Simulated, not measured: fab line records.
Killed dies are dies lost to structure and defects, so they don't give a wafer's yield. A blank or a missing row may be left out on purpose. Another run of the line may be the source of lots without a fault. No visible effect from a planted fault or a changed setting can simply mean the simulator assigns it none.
Split-lot trial -- flow berkeley-cmos170 -- 5 lots, 23 wafers read, on a route of 331 steps

== THE SPLIT ==
At UCB170_CONTACT_COAT_04 (resist thk 900 nm), the setting resist-thk-nm was moved away from the recipe's 900 nm on 7 of the 23 wafers read, by -5.4% to +3.6%. All remaining wafers had this setting at the recipe value.

Reading taken at the split's own step.

== THE READING ==
KrF_of_CONTACT_COAT_04.thk-nm (the simulator's own value, which no gauge read), in nm, at UCB170_CONTACT_COAT_04 (resist thk 900 nm). There is no usual value for it anywhere in the file. Across the 16 wafers here that went through the recipe, the average is 901.4 nm and the standard deviation 2.6 nm.

wafer,"tool, chamber at the split","resist-thk-nm as run, nm",against the recipe,"KrF_of_CONTACT_COAT_04.thk-nm, nm",against lot-mates on the recipe
L078.1,"litho-track-01, 0",923.9,+2.7%,922.8,+23.3
L078.3,"litho-track-01, 0",923.9,+2.7%,923.6,+24.1
L078.4,"litho-track-01, 0",923.9,+2.7%,925.3,+25.8
L078.5,"litho-track-01, 0",900,recipe,898.9,-
L078.6,"litho-track-01, 0",900,recipe,900.1,-
L079.1,"litho-track-03, 0",900,recipe,902.9,-
L079.2,"litho-track-03, 0",900,recipe,904.4,-
L079.3,"litho-track-03, 0",900,recipe,905.3,-
L079.4,"litho-track-03, 0",900,recipe,905.9,-
L079.5,"litho-track-03, 0",900,recipe,903.7,-
L081.2,"litho-track-03, 0",932.5,+3.6%,935.6,+33.5
L081.3,"litho-track-03, 0",900,recipe,902.2,-
L081.4,"litho-track-03, 0",932.5,+3.6%,934.1,+32.0
L081.5,"litho-track-03, 0",900,recipe,901.3,-
L081.6,"litho-track-03, 0",900,recipe,902.9,-
L080.1,"litho-track-01, 0",900,recipe,900.7,-
L080.4,"litho-track-01, 0",900,recipe,897,-
L080.6,"litho-track-01, 0",900,recipe,899.1,-
L083.1,"litho-track-03, 0",900,recipe,898.4,-
L083.3,"litho-track-03, 0",851.4,-5.4%,851.9,-47.3
L083.4,"litho-track-03, 0",900,recipe,899,-
L083.5,"litho-track-03, 0",851.4,-5.4%,849.2,-50.0
L083.6,"litho-track-03, 0",900,recipe,900.2,-

THE FIT
A straight line over all 23 wafers: KrF_of_CONTACT_COAT_04.thk-nm changes by +9.2 nm for each +1% of resist-thk-nm; r = +0.99; the points scatter about the line by 2.4 nm.
The same after taking each lot's own level away (the mean of its wafers on the recipe; 23 wafers): +9.05 nm for each +1%; r = +1.00; scatter 1.1 nm.
The reading moves by 49 nm for the largest change in resist-thk-nm, on that fit.
The span of the lots' own levels, 898.93 to 904.44 nm, comes to 2.2 times the standard deviation stated above.
So the lot-to-lot level changes the slope little: the two slopes agree.
Check: -49.6 nm against its lot-mates is what the line predicts for one of the wafers moved furthest among these (-5.4%) when that wafer is left out of the fit. It came out at -47.3 nm against them.

== THE OTHER SPLITS THESE WAFERS WENT THROUGH ==
Before the reading, these wafers also passed through other splits. Each is held against what the fit with the lots' levels taken away leaves over:
other split on the same wafers,wafers away from the commonest value,r with KrF_of_CONTACT_COAT_04.thk-nm (lot level and that fit taken away)
UCB170_NSD_COAT_01 resist-thk-nm,5,+0.07
UCB170_SILICIDE_SPUTTER_01 power-w,8,-0.25

== THE WHOLE CHAIN: every reading that the file lists as answering this split, in the file's order ==
step,what it does,reading,change (the file's fit),r (the file's)
UCB170_CONTACT_COAT_04,resist thk 900 nm,"KrF_of_CONTACT_COAT_04.thk-nm (the simulator's own value, which no gauge read)",+9.05 nm for each +1% of the setting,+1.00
UCB170_CONTACT_STRIP_06,strips in O2,strip-time-to-endpoint-s,withheld for each +1% of the setting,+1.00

== FILE'S OWN FIT ==
KrF_of_CONTACT_COAT_04.thk-nm changes by +9.05 nm for each +1% of resist-thk-nm, r = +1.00.
